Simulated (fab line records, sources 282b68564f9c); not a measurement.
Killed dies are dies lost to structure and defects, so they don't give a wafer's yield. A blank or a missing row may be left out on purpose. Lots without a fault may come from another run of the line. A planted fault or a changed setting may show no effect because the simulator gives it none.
A struck lot beside a sound one | flow rit_cmos | 18 steps out of a route of 202
Sound: wafers L268.1, L268.5, L268.6. Struck: wafer L282.6. (L282.3, L282.5 of the same lot were not struck and are left out.) The cause comes at the end.
At each step with rows: each side's tool, then ch and its chambers, then its first start. Under that, the readings that differ: sound wafers | struck wafers | difference of the means | sigmas: that difference in standard deviations of wafers without a fault.
alike: readings whose means differ by less than 2 such deviations, and words and numbers that are the same on both sides. not compared: withheld readings, readings that some wafer has no value for, bounds like >300 that may hide the same value, and numbers for which the record gives no deviation and whose values overlap.
The two part at a step that has a row with sigmas, a row that says differs or no value, or rows on one side only. Numbers that don't overlap but have no deviation are shown without sigmas and don't part them. A reading that every wafer of one side lacks parts them only if that side has two wafers or more.

RIT_M1_SPUTTER_00: material Al, target thk 400 nm, time 522.8 s.
  sound on pvd_sputter-03, day 4 06:58; struck on pvd_sputter-03, day 7 07:25
  alike: throttle_valve_pct
RIT_M1_RS_MEAS_01: measures by four-point-probe.
  sound on film_metro-02, day 4 07:16; struck on film_metro-04, day 7 07:46
  alike: M1_AL_RS
RIT_M1_THK_MEAS_02: measures by xrf.
  sound on film_metro-02, day 4 07:23; struck on film_metro-04, day 7 07:52
  alike: M1_AL_THK
then, 6 steps without rows for these wafers: RIT_M1_HMDS_03 (prime time 60 s); RIT_M1_COAT_04 (resist thk 1300 nm); RIT_M1_SOFTBAKE_05 (time 60 s); RIT_M1_EXPOSE_06 (exposes mask M12, target cd 2600 nm); RIT_M1_PEB_07; RIT_M1_DEVELOP_08 (develop time 68 s).
RIT_M1_CD_MEAS_09: target cd 2600 nm.
  sound on cd_sem-02, day 4 08:19; struck on cd_sem-02, day 7 08:56
  alike: cd_nm
RIT_M1_OVL_MEAS_10:
  sound on overlay-01, day 4 08:26; struck on overlay-02, day 7 09:02
  alike: M1_OVL
then, 1 step without rows for these wafers: RIT_M1_HARDBAKE_11 (time 120 s).
RIT_M1_METAL_ETCH_12: etches Al in Cl2/BCl3, stops on SiO2, time 165 s, target depth 600 nm.
  sound on rie_metal-01 ch 0,1, day 4 08:43; struck on rie_metal-01 ch 1, day 7 09:22
  reading                                 | sound             | struck | difference | sigmas
  oes_product_au (a.u.)                   | 0.797 0.798 0.793 | 1.004  | +0.208     | +15
  run_length_s (s)                        | 193.3 193.4 193.6 | 126.8  | -66.6      | -99 or more
  model.NOVOLAK_of_M1_COAT_04.thk_nm (nm) | 800.8 803 801.7   | 937.9  | +136.1     |
  model.M1.feature_depth_nm (nm)          | 450.3 453.8 454.3 | 367.1  | -85.7      |
  model.etch.depth_nm (nm)                | 416.9 420.4 421.4 | 367.1  | -52.5      |
  alike: drypump_motor_current_A, throttle_valve_pct
  not compared: rf_hours_counter_h
then, 1 step without rows for these wafers: RIT_M1_STRIP_13 (strips in nmp, time 600 s).
RIT_M1_STRIP_14: strips in O2, time 180 s.
  sound on plasma_asher-02 ch 0,1, day 4 09:04; struck on plasma_asher-02 ch 0, day 7 09:42
  alike: drypump_motor_current_A
  not compared: rf_hours_counter_h
RIT_M1_CD_MEAS_90: target cd 2600 nm.
  sound on cd_sem-01, day 4 09:15; struck on cd_sem-01, day 7 10:09
  reading    | sound                | struck | difference | sigmas
  cd_nm (nm) | 2598.4 2598.8 2600.8 | 2610.0 | +10.7      | +4
  not compared: hold
then, 1 step without rows for these wafers: RIT_M1_ANNEAL_15 (time 1877 s).
RIT_M1_PROBE_99:
  sound on prober-01, day 4 10:59; struck on prober-01, day 7 15:23
  reading                  | sound          | struck                   | difference                   | sigmas
  hold                     | - - -          | await_dispo/3.4h/release | no value on the sound wafers |
  defect_limited_yield (%) | 96.6 98.5 97.0 | 0                        | -97                          | -75
  killed_at_M0_to_M3       | 0 0 0          | 263                      | +263                         | +99 or more
  killed_dies              | 9 4 8          | 264                      | +257                         | +76
  killed_on_rim            | 2 2 1          | 70                       | +68                          | +49
  killed_short             | 6 2 7          | 0                        | -5                           | -2
  sort_bin_5_function (%)  | 1.5 1.1 1.5    | 99.6                     | +98.2                        | +99 or more
  sort_n_pass              | 255 260 256    | 0                        | -257                         | -76
  sort_yield_pct (%)       | 96.6 98.5 97.0 | 0                        | -97                          | -75
  alike: killed_at_front_end, killed_open, sort_bin_3_pad_short, sort_bin_6_memory

WHERE THEY PART
First at RIT_M1_METAL_ETCH_12; last, within this record, at RIT_M1_PROBE_99.

WHY: what the simulator had put in
Process parameter drift: rie_metal-01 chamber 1, from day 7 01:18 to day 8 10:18, at RIT_M1_METAL_ETCH_12. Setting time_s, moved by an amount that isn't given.
